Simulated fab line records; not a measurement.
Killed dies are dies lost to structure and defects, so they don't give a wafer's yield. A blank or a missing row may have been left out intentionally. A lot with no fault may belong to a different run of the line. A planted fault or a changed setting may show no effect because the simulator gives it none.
A lot that was struck, set against a sound lot    flow berkeley_cmos170    15 steps out of a route of 331
Sound: wafers L506.1, L506.2, L506.5. Struck: wafers L516.1, L516.4, L516.5. The cause comes at the end.
Order at every step that has rows: each side's tool, ch and its chambers, its first start. Under that, the readings that differ: sound wafers    struck wafers    difference of the means    sigmas: that difference in standard deviations of wafers without a fault.
alike: readings with means less than 2 such deviations apart, plus words and numbers identical on both sides. not compared: withheld readings, readings lacking a value on some wafer, bounds such as >300 that could conceal the same value, and numbers that have no deviation in the record and whose values overlap.
Wherever a step has rows on one side only, a row that says differs or no value, or a row with sigmas, the two part there. Numbers that don't overlap but have no deviation are shown without sigmas and don't part them. Lack of a reading on every wafer of one side parts them only where that side has two or more wafers.

first, 1 step without rows for these wafers: UCB170_M3_SOFTBAKE_06 (time 60 s).
UCB170_M3_STRIP_07: strips in O2.
  sound on plasma_asher-04 ch 0,1, day 9 01:50; struck on plasma_asher-04 ch 0,1, day 11 16:49
  alike: drypump_motor_current_A, o2_flow_sccm, oes_product_au, strip_time_to_endpoint_s
  not compared: rf_hours_counter_h
then, 7 steps without rows for these wafers: UCB170_M3_STRIP_08 (strips KrF in DMSO, time 600 s); UCB170_M3_COAT_09; UCB170_M3_COAT_10 (resist thk 900 nm); UCB170_M3_SOFTBAKE_11 (time 60 s); UCB170_M3_EXPOSE_12 (exposes mask METAL3, target cd 700 nm); UCB170_M3_PEB_13; UCB170_M3_DEVELOP_14 (develop time 45 s).
UCB170_M3_CD_MEAS_15: the cd target is 700 nm.
  sound: cd_sem-02 at day 9 04:28; struck: cd_sem-02 at day 11 18:04
  alike: cd_nm
UCB170_M3_OVL_MEAS_16:
  sound: overlay-01 at day 9 04:35; struck: overlay-02 at day 11 18:11
  alike: M3_OVL
UCB170_M3_ETCH_17: etches BARC in N2/H2.
  sound on rie_diel-01 ch 0,1, day 9 04:37; struck on rie_diel-01 ch 0,1, day 11 18:13
  alike: drypump_motor_current_A, oes_product_au, throttle_valve_pct
UCB170_M3_METAL_ETCH_18: etches Al in Cl2/BCl3, stops on SiO2, target depth 1170 nm, time 195 s.
  sound on rie_metal-04 ch 0,1, day 9 04:39; struck on rie_metal-01 ch 0, day 11 18:16
reading                              sound              struck             difference  sigmas
oes_product_au (a.u.)                0.868 0.873 0.879  0.827 0.831 0.830  -0.044      -3
throttle_valve_pct (%)               24.02 24.20 24.19  24.66 24.68 24.66  +0.53       +2
model.KrF_of_M3_COAT_10.thk_nm (nm)  237.4 199.8 194.7  156.9 148.4 154.9  -57.2       
model.SiO2_of_V2_CVD_00.thk_nm (nm)  942.5 940.1 939    931.9 930.5 930.7  -9.5        
  alike: drypump_motor_current_A
  not compared: rf_hours_counter_h
UCB170_M3_STRIP_19: strips in O2.
  sound on plasma_asher-04 ch 0,1, day 9 04:50; struck on plasma_asher-01 ch 0, day 11 18:38
reading                sound              struck             difference  sigmas
oes_product_au (a.u.)  0.570 0.533 0.527  0.480 0.470 0.480  -0.067      -5
  alike: drypump_motor_current_A, o2_flow_sccm
  not compared: rf_hours_counter_h
UCB170_M3_CD_MEAS_90: the cd target is 700 nm.
  sound: cd_sem-01 at day 9 04:56; struck: cd_sem-01 at day 11 18:44
reading     sound        struck       difference  sigmas
cd_nm (nm)  703 700 698  689 689 691  -11         -3

## WHERE THEY PART
Earliest at UCB170_M3_METAL_ETCH_18; latest, in this record, at UCB170_M3_CD_MEAS_90.

WHY: what had been put in by the simulator
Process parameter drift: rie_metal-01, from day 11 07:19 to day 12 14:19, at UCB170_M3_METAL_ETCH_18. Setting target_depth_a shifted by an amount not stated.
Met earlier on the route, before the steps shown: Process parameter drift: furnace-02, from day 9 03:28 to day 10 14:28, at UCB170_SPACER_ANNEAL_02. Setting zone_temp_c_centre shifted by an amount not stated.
